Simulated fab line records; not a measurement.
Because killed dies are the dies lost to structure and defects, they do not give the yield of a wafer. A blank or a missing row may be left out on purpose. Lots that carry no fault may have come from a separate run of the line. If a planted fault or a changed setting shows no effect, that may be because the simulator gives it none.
A lot that was struck, set against a sound lot + flow rit cmos + 17 steps out of a route of 202
Sound: the wafers L910.1, L910.4, L910.5. Wafers L921.1, L921.2, L921.3 were the ones struck. The cause comes at the end.
Each step with rows lists, per side, the tool, then ch with its chambers, then its first start. Under that, the readings that differ: sound wafers + struck wafers + difference of the means + sigmas: that difference in standard deviations of wafers without a fault.
alike: readings whose means differ by less than 2 such deviations, and words and numbers that are the same on both sides. not compared: withheld readings, readings that some wafer has no value for, bounds like >300 that may hide the same value, and numbers for which the record gives no deviation and whose values overlap.
A row with sigmas, a row that says differs or no value, or rows on one side alone: a step with any of these is where the two part. Non-overlapping numbers with no deviation appear without sigmas and do not part them. A reading missing from all wafers of one side parts the sides only when that side holds two or more wafers.

first, 2 steps without rows for these wafers: RIT_NRETRO_HARDBAKE_07 (time 120 s); RIT_NRETRO_IMPLANT_08.
RIT_NRETRO_STRIP_09: strips in O2, time 180 s.
  sound on plasma asher-04 ch 0,1, day 2 21:20; struck on plasma asher-02 ch 0,1, day 4 22:46
| reading                     | sound       | struck      | difference | sigmas |
|-----------------------------|-------------|-------------|------------|--------|
| drypump motor current A (A) | 5.3 5.3 5.6 | 6.6 5.9 6.7 | +1.0       | +2     |
  not compared: rf hours counter h
RIT_NRETRO_TW_MEAS_10:
  sound: film metro-04 at day 2 21:31; struck: film metro-01 at day 4 22:57
  alike: NRETRO_TW
then, 6 steps without rows for these wafers: RIT_PRETRO_HMDS_00 (prime time 60 s); RIT_PRETRO_COAT_01 (resist thk 1300 nm); RIT_PRETRO_SOFTBAKE_02 (time 60 s); RIT_PRETRO_EXPOSE_03 (exposes mask M5, target cd 43700 nm); RIT_PRETRO_PEB_04; RIT_PRETRO_DEVELOP_05 (develop time 68 s).
RIT_PRETRO_OVL_MEAS_06:
  sound: overlay-02 at day 2 22:27; struck: overlay-01 at day 5 00:01
  alike: PRETRO_OVL
then, 1 step without rows for these wafers: RIT_PRETRO_HARDBAKE_07 (time 120 s).
RIT_PRETRO_IMPLANT_08:
  sound on implanter-03 ch 0, day 2 22:44; struck on implanter-03 ch 0, day 5 00:18
| reading            | sound                            | struck                           | difference  | sigmas      |
|--------------------|----------------------------------|----------------------------------|-------------|-------------|
| dose ions cm2      | 1.1992e+13 1.1993e+13 1.2012e+13 | 1.5705e+13 1.5698e+13 1.5695e+13 | +3.7003e+12 | +99 or more |
| faraday current uA | 39.9 38.4 39.4                   | 48.0 49.6 49.6                   | +9.8        | +13         |
  alike: beam energy keV, tilt deg
RIT_PRETRO_STRIP_09: strips in O2, time 180 s.
  sound on plasma asher-03 ch 0,1, day 2 22:53; struck on plasma asher-01 ch 0,1, day 5 00:27
  alike: drypump motor current A
  not compared: rf hours counter h
RIT_PRETRO_TW_MEAS_10:
  sound: film metro-04 at day 2 23:04; struck: film metro-03 at day 5 00:37
| reading   | sound       | struck      | difference | sigmas |
|-----------|-------------|-------------|------------|--------|
| PRETRO_TW | 473 475 477 | 518 519 521 | +44        | +9     |
then, 1 step without rows for these wafers: RIT_GATE_WET_ETCH_00 (etches SiO2 in BOE, target depth 56 nm, time 60 s).
RIT_M1_PROBE_99:
  sound: prober-01 at day 4 01:40; struck: prober-02 at day 6 01:34
| reading                                    | sound                | struck               | difference | sigmas |
|--------------------------------------------|----------------------|----------------------|------------|--------|
| model.etest.nmos_0p15.drive ua um          | 462.4 465.5 461.7    | 447.1 445.2 436.2    | -20.4      |        |
| model.etest.nmos_0p3.drive ua um           | 224 227.4 224.7      | 214.4 212 211.6      | -12.7      |        |
| model.etest.nmos_0p15.off log10 a um       | -10.39 -10.21 -10.26 | -10.62 -10.88 -10.77 | -0.47      |        |
| model.etest.retro edge nmos.off log10 a um | -10.37 -10.03 -10.12 | -10.46 -10.81 -10.8  | -0.52      |        |
| model.etest.diode nplus pwell.bv v (V)     | 6.048 5.941 5.987    | 5.723 5.8 5.783      | -0.223     |        |
  alike: killed at contacts, killed at front end, killed dies, killed on rim, killed open, killed short
  not compared: model.etest.nmos_0p3.r on ohm um, model.etest.nmos turned.drive ua um, model.etest.nmos narrow.drive ua um

## WHERE THEY PART
At RIT_NRETRO_STRIP_09 first; at RIT_PRETRO_TW_MEAS_10 last (within this record only). Later steps at which nothing parts them and some readings are alike: RIT_M1_PROBE_99.

WHY: whatever the simulator had introduced
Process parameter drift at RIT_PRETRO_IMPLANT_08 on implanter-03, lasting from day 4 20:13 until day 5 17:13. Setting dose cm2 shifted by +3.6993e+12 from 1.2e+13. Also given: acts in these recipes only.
